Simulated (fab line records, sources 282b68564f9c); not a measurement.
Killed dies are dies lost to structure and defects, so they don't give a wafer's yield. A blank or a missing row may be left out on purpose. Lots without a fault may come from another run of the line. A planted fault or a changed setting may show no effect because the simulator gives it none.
Split-lot experiment | flow rit_cmos | 5 lots, 23 wafers read, on a route of 202 steps

THE SPLIT
At RIT_FOX2_OXIDATION_00 (target thk 350.7 nm, ox time 1130 s), the setting temp_c was moved away from the recipe's 1100 C on 20 of the 23 wafers read, by -2.5% to +2.9%. The other wafers ran this setting at the recipe's value.

FROM THE SPLIT TO THE READING: what the file shows between them, 17 steps
- RIT_FOX2_THK_MEAS_01
- RIT_FOX2_CLEAN_02: cleans in dHF, time 180 s
- RIT_FOX2_WET_ETCH_03: etches Si3N4 in H3PO4, target depth 195 nm, time 2700 s
- RIT_FOX2_THK_MEAS_90
- RIT_NRETRO_IMPLANT_08 (also split here: energy_kev)
- RIT_PRETRO_COAT_01: resist thk 1300 nm (also split here: resist_thk_nm)
- RIT_PRETRO_SOFTBAKE_02: time 62.32 s
- RIT_PRETRO_EXPOSE_03: exposes mask M5, target cd 43700 nm
- RIT_PRETRO_DEVELOP_05: develop time 68 s
- RIT_PRETRO_HARDBAKE_07: time 120 s
- RIT_PRETRO_IMPLANT_08 (also split here: dose_cm2)
- RIT_PRETRO_STRIP_09: strips in O2, time 180 s
- RIT_PRETRO_TW_MEAS_10
- RIT_GATE_WET_ETCH_00: etches SiO2 in BOE, target depth 56 nm, time 60 s
- RIT_GATE_CLEAN_01: cleans in SC1, time 600 s
- RIT_GATE_CLEAN_03: cleans in SC2, time 600 s
- RIT_GATE_CLEAN_04: cleans in dHF, time 60 s

THE READING
FIELD_OXIDE_LEFT_2_THK, in nm, at RIT_FOX2_THK_MEAS_91. Fault-free wafers of this fab line usually give 253 nm, standard deviation 6.6 nm.

wafer  | tool, chamber at the split | temp_c as run, C | against the recipe | FIELD_OXIDE_LEFT_2_THK, nm | against lot-mates on the recipe
L074.1 | -, -                       | 1082             | -1.6%              | 227                        | no lot-mate on the recipe
L074.2 | -, -                       | 1082             | -1.6%              | 223                        | no lot-mate on the recipe
L074.4 | -, -                       | 1082             | -1.6%              | 221                        | no lot-mate on the recipe
L074.5 | -, -                       | 1082             | -1.6%              | 220                        | no lot-mate on the recipe
L074.6 | -, -                       | 1082             | -1.6%              | 226                        | no lot-mate on the recipe
L077.1 | -, -                       | 1113             | +1.2%              | 272                        | no lot-mate on the recipe
L077.2 | -, -                       | 1113             | +1.2%              | 270                        | no lot-mate on the recipe
L077.3 | -, -                       | 1113             | +1.2%              | 267                        | no lot-mate on the recipe
L077.4 | -, -                       | 1113             | +1.2%              | 274                        | no lot-mate on the recipe
L077.5 | -, -                       | 1113             | +1.2%              | 273                        | no lot-mate on the recipe
L081.1 | -, -                       | 1072             | -2.5%              | 203                        | no lot-mate on the recipe
L081.3 | -, -                       | 1072             | -2.5%              | 195                        | no lot-mate on the recipe
L081.4 | -, -                       | 1072             | -2.5%              | 204                        | no lot-mate on the recipe
L081.5 | -, -                       | 1072             | -2.5%              | 203                        | no lot-mate on the recipe
L081.6 | -, -                       | 1072             | -2.5%              | 198                        | no lot-mate on the recipe
L082.2 | -, -                       | 1132             | +2.9%              | 310                        | no lot-mate on the recipe
L082.3 | -, -                       | 1132             | +2.9%              | 316                        | no lot-mate on the recipe
L082.4 | -, -                       | 1132             | +2.9%              | 319                        | no lot-mate on the recipe
L082.5 | -, -                       | 1132             | +2.9%              | 316                        | no lot-mate on the recipe
L082.6 | -, -                       | 1132             | +2.9%              | 313                        | no lot-mate on the recipe
L085.3 | furnace-04, 0              | 1100             | recipe             | 250                        | -
L085.4 | furnace-04, 0              | 1100             | recipe             | 243                        | -
L085.5 | furnace-04, 0              | 1100             | recipe             | 252                        | -

THE FIT
A straight line over all 23 wafers: FIELD_OXIDE_LEFT_2_THK changes by +20.1 nm for each +1% of temp_c; r = +0.99; the points scatter about the line by 5.1 nm.
Too few moved wafers have a lot-mate on the recipe to fit a line with each lot's own level taken away.

THE WHOLE CHAIN: every reading that the file lists as answering this split, in the file's order
step                  | what it does                        | reading                                                                           | change (the file's fit)              | r (the file's)
RIT_FOX2_OXIDATION_00 | target thk 350.7 nm, ox time 1130 s | SiO2_of_FOX2_OXIDATION_00.thk_nm (the simulator's own value, which no gauge read) | +20.1 nm for each +1% of the setting | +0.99
RIT_FOX2_THK_MEAS_01  |                                     | FOX2_OXIDE_THK                                                                    | +20.1 for each +1% of the setting    | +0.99
RIT_FOX2_THK_MEAS_90  |                                     | FIELD_OXIDE_LEFT_1_THK                                                            | +20.1 for each +1% of the setting    | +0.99
RIT_FOX2_THK_MEAS_91  |                                     | FIELD_OXIDE_LEFT_2_THK                                                            | +20.2 for each +1% of the setting    | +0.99

THE FILE'S OWN FIT
FIELD_OXIDE_LEFT_2_THK changes by +20.2 nm for each +1% of temp_c, r = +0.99.
